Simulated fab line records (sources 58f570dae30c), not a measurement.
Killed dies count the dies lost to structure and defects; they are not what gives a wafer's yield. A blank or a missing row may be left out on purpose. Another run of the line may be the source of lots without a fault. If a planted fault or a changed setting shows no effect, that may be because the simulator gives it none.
Split-lot experiment || flow berkeley cmos170 || 5 lots, 23 wafers read, on a route of 331 steps

## THE SPLIT ITSELF
At UCB170_PSD_EXPOSE_03 (exposes mask PSELECT MOD, target cd 1200 nm), the setting dose mj was moved away from the recipe's 30 on 5 of the 23 wafers read, by -4.7% to -4.3%. For the rest of the wafers, this setting stayed at what the recipe calls for.

## FROM THE SPLIT TO THE READING: what the file shows between them, 2 steps
- UCB170_PSD_PEB_04
- UCB170_PSD_DEVELOP_05: develop time 45 s

## THE READING
Shown in nm: cd nm at UCB170_PSD_CD_MEAS_06, with target cd 1200 nm. On this fab line, fault-free wafers typically give 1200.1 nm with a standard deviation of 2.1 nm.

{"wafer": "L074.1", "tool, chamber at the split": "krf scanner-02, 0", "dose mj as run": 30, "against the recipe": "recipe", "cd nm, nm": 1201.9, "against lot-mates on the recipe": "-"}
{"wafer": "L074.3", "tool, chamber at the split": "krf scanner-02, 0", "dose mj as run": 30, "against the recipe": "recipe", "cd nm, nm": 1202.3, "against lot-mates on the recipe": "-"}
{"wafer": "L074.4", "tool, chamber at the split": "krf scanner-02, 0", "dose mj as run": 30, "against the recipe": "recipe", "cd nm, nm": 1202.2, "against lot-mates on the recipe": "-"}
{"wafer": "L074.5", "tool, chamber at the split": "krf scanner-02, 0", "dose mj as run": 30, "against the recipe": "recipe", "cd nm, nm": 1200.7, "against lot-mates on the recipe": "-"}
{"wafer": "L074.6", "tool, chamber at the split": "krf scanner-02, 0", "dose mj as run": 30, "against the recipe": "recipe", "cd nm, nm": 1201.4, "against lot-mates on the recipe": "-"}
{"wafer": "L075.1", "tool, chamber at the split": "krf scanner-01, 0", "dose mj as run": 30, "against the recipe": "recipe", "cd nm, nm": 1200.9, "against lot-mates on the recipe": "-"}
{"wafer": "L075.2", "tool, chamber at the split": "krf scanner-01, 0", "dose mj as run": 30, "against the recipe": "recipe", "cd nm, nm": 1200.9, "against lot-mates on the recipe": "-"}
{"wafer": "L075.4", "tool, chamber at the split": "krf scanner-01, 0", "dose mj as run": 30, "against the recipe": "recipe", "cd nm, nm": 1201.8, "against lot-mates on the recipe": "-"}
{"wafer": "L079.1", "tool, chamber at the split": "krf scanner-02, 0", "dose mj as run": 30, "against the recipe": "recipe", "cd nm, nm": 1197.6, "against lot-mates on the recipe": "-"}
{"wafer": "L079.2", "tool, chamber at the split": "krf scanner-02, 0", "dose mj as run": 30, "against the recipe": "recipe", "cd nm, nm": 1196.6, "against lot-mates on the recipe": "-"}
{"wafer": "L079.4", "tool, chamber at the split": "krf scanner-02, 0", "dose mj as run": 30, "against the recipe": "recipe", "cd nm, nm": 1196.7, "against lot-mates on the recipe": "-"}
{"wafer": "L079.5", "tool, chamber at the split": "krf scanner-02, 0", "dose mj as run": 28.72, "against the recipe": "-4.3%", "cd nm, nm": 1189.3, "against lot-mates on the recipe": -7.7}
{"wafer": "L079.6", "tool, chamber at the split": "krf scanner-02, 0", "dose mj as run": 28.72, "against the recipe": "-4.3%", "cd nm, nm": 1190.9, "against lot-mates on the recipe": -6.1}
{"wafer": "L081.1", "tool, chamber at the split": "krf scanner-02, 0", "dose mj as run": 30, "against the recipe": "recipe", "cd nm, nm": 1200.4, "against lot-mates on the recipe": "-"}
{"wafer": "L081.2", "tool, chamber at the split": "krf scanner-02, 0", "dose mj as run": 30, "against the recipe": "recipe", "cd nm, nm": 1199.6, "against lot-mates on the recipe": "-"}
{"wafer": "L081.3", "tool, chamber at the split": "krf scanner-02, 0", "dose mj as run": 30, "against the recipe": "recipe", "cd nm, nm": 1200.7, "against lot-mates on the recipe": "-"}
{"wafer": "L081.4", "tool, chamber at the split": "krf scanner-02, 0", "dose mj as run": 30, "against the recipe": "recipe", "cd nm, nm": 1201.3, "against lot-mates on the recipe": "-"}
{"wafer": "L081.6", "tool, chamber at the split": "krf scanner-02, 0", "dose mj as run": 30, "against the recipe": "recipe", "cd nm, nm": 1200.9, "against lot-mates on the recipe": "-"}
{"wafer": "L084.1", "tool, chamber at the split": "krf scanner-02, 0", "dose mj as run": 30, "against the recipe": "recipe", "cd nm, nm": 1201.8, "against lot-mates on the recipe": "-"}
{"wafer": "L084.2", "tool, chamber at the split": "krf scanner-02, 0", "dose mj as run": 28.6, "against the recipe": "-4.7%", "cd nm, nm": 1193.5, "against lot-mates on the recipe": -8.8}
{"wafer": "L084.3", "tool, chamber at the split": "krf scanner-02, 0", "dose mj as run": 30, "against the recipe": "recipe", "cd nm, nm": 1202.7, "against lot-mates on the recipe": "-"}
{"wafer": "L084.4", "tool, chamber at the split": "krf scanner-02, 0", "dose mj as run": 28.6, "against the recipe": "-4.7%", "cd nm, nm": 1193.1, "against lot-mates on the recipe": -9.2}
{"wafer": "L084.5", "tool, chamber at the split": "krf scanner-02, 0", "dose mj as run": 28.6, "against the recipe": "-4.7%", "cd nm, nm": 1193.3, "against lot-mates on the recipe": -9.0}

THE FIT
A straight line over all 23 wafers: cd nm changes by +1.88 nm for each +1% of dose mj; r = +0.89; the points scatter about the line by 1.9 nm.
The same after taking each lot's own level away (the mean of its wafers on the recipe; 23 wafers): +1.81 nm for each +1%; r = +0.98; scatter 0.64 nm.
Per that fit: largest dose mj move, reading shift of 8.4 nm.
The lots' own levels span 1196.97 to 1202.25 nm, that is 2.5 times the standard deviation above.
The two slopes are in agreement: the lot-to-lot level therefore moves the slope only a little.
Check: -8.35 nm against its lot-mates is what the line predicts for one of the wafers moved furthest among these (-4.7%) when that wafer is left out of the fit. It came out at -8.75 nm against them.

## THE FILE'S OWN FIT
cd nm changes by +1.78 nm for each +1% of dose mj, r = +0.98.
